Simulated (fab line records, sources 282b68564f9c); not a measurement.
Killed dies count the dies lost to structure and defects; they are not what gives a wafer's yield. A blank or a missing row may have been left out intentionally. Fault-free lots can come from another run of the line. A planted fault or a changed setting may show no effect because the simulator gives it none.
A lot that was struck, set against a sound lot | flow rit_cmos | 10 steps out of a route of 202
Sound: these wafers, L401.1, L401.4, L401.5. Wafers struck: L412.3, L412.4, L412.6. The cause comes at the end.
For every step that has rows: the tool of each side, followed by ch and its chambers, followed by its first start. Under that, the readings that differ: sound wafers | struck wafers | difference of the means | sigmas: that difference in standard deviations of wafers without a fault.
alike: words and numbers the same on both sides, and readings whose means are apart by under 2 such deviations; not compared: readings that were withheld, readings missing a value for some wafer, numbers with overlapping values and no deviation given by the record, and bounds like >300 which may hide the same value.
A row with sigmas, a row that says differs or no value, or rows on one side alone: a step with any of these is where the two part. Non-overlapping numbers with no deviation appear without sigmas and do not part them. A reading that every wafer of one side lacks parts them only if that side has two wafers or more.

RIT_ACTIVE_BOW_MEAS_00:
  sound on film_metro-02, day 1 10:00; struck on film_metro-03, day 3 17:02
  alike: INCOMING_BOW
then, 1 step without rows for these wafers: RIT_ACTIVE_OXIDATION_01 (target thk 46.8 nm, ox time 3360 s).
RIT_ACTIVE_THK_MEAS_02:
  sound on film_metro-04, day 1 12:03; struck on film_metro-02, day 3 19:26
  alike: ACTIVE_OXIDE_THK
then, 1 step without rows for these wafers: RIT_ACTIVE_CVD_03 (deposits Si3N4 from SiH2Cl2/NH3, target thk 150 nm, time 1500 s).
RIT_ACTIVE_THK_MEAS_04:
  sound on film_metro-02, day 1 13:49; struck on film_metro-04, day 3 21:38
  alike: ACTIVE_NITRIDE_THK
then, 2 steps without rows for these wafers: RIT_ACTIVE_HMDS_05 (prime time 60 s); RIT_ACTIVE_COAT_06 (resist thk 1000 nm).
RIT_ACTIVE_SOFTBAKE_07: time 60 s.
  sound on litho_track-02 ch 0, day 1 14:11; struck on litho_track-04 ch 0, day 3 22:01
  reading                  | sound             | struck            | difference | sigmas
  heater_power_total_W (W) | 34.53 34.55 34.62 | 36.19 36.23 36.24 | +1.65      | +32
  run_length_s (s)         | 89.08 89.16 89.13 | 80.12 80.22 80.22 | -8.94      | -43
  alike: exhaust_pa, resist_line_temp_C
then, 1 step without rows for these wafers: RIT_ACTIVE_EXPOSE_08 (exposes mask M1, target cd 1400 nm).
RIT_M1_PROBE_99:
  sound on prober-01, day 3 12:56; struck on prober-01, day 5 20:14
  alike: killed_at_contacts, killed_at_front_end, killed_dies, killed_open, killed_short

== WHERE THEY PART ==
RIT_ACTIVE_SOFTBAKE_07 only, going by this record. Later steps at which nothing parts them and some readings are alike: RIT_M1_PROBE_99.

WHY: what the simulator had put in
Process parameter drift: litho_track-04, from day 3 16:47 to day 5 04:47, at RIT_ACTIVE_SOFTBAKE_07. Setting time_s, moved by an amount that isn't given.
